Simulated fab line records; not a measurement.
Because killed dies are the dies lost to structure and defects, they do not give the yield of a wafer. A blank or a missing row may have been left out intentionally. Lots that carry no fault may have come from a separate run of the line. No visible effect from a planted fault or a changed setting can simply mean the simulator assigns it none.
A struck lot beside a sound one -- flow ritCmos -- 14 out of 202 route steps
Sound: these wafers, L560.1, L560.2, L560.3. The struck wafers were L569.2, L569.5, L569.6. At the end, the cause is stated.
For every step that has rows: the tool of each side, followed by ch and its chambers, followed by its first start. Under that, the readings that differ: sound wafers -- struck wafers -- difference of the means -- sigmas: that difference in standard deviations of wafers without a fault.
alike: readings with means less than 2 such deviations apart, plus words and numbers identical on both sides. not compared: withheld readings, readings lacking a value on some wafer, bounds such as >300 that could conceal the same value, and numbers that have no deviation in the record and whose values overlap.
A row with sigmas, a row that says differs or no value, or rows on one side alone: a step with any of these is where the two part. Non-overlapping numbers with no deviation appear without sigmas and do not part them. Lack of a reading on every wafer of one side parts them only where that side has two or more wafers.

first, 4 steps without rows for these wafers: RIT_NSD_SOFTBAKE_02 (time 60 s); RIT_NSD_EXPOSE_03 (exposes mask M9, target cd 40700 nm); RIT_NSD_PEB_04; RIT_NSD_DEVELOP_05 (develop time 50 s).
RIT_NSD_OVL_MEAS_06:
  sound on overlay-01, day 3 08:35; struck on overlay-02, day 5 02:21
  alike: NSD_OVL
then, 2 steps without rows for these wafers: RIT_NSD_HARDBAKE_07 (time 60 s); RIT_NSD_IMPLANT_08.
RIT_NSD_STRIP_09: strips in O2, time 180 s.
  sound on plasmaAsher-01 ch 0,1, day 3 08:55; struck on plasmaAsher-03 ch 0,1, day 5 02:41
  alike: drypumpMotorCurrentA
  not compared: rfHoursCounterH
RIT_NSD_TW_MEAS_10:
  sound on filmMetro-03, day 3 09:05; struck on filmMetro-03, day 5 02:52
  alike: NSD_TW
then, 3 steps without rows for these wafers: RIT_PSD_HMDS_00 (prime time 60 s); RIT_PSD_COAT_01 (resist thk 1000 nm); RIT_PSD_SOFTBAKE_02 (time 60 s).
RIT_PSD_EXPOSE_03: exposes mask M10, target cd 40900 nm.
  struck on ilineStepper-02, day 5 03:31; sound on ilineStepper-01 ch 0, day 3 09:38
  no value came back on the struck wafers for exposureDoseMJCm2, focusOffsetNm (nm); on the sound wafers exposureDoseMJCm2 reads 250.02 249.76 249.95
  alike: mask
then, 1 step without rows for these wafers: RIT_PSD_PEB_04.

== WHERE THEY PART ==
RIT_PSD_EXPOSE_03 only, going by this record.

WHY: the cause the simulator had injected
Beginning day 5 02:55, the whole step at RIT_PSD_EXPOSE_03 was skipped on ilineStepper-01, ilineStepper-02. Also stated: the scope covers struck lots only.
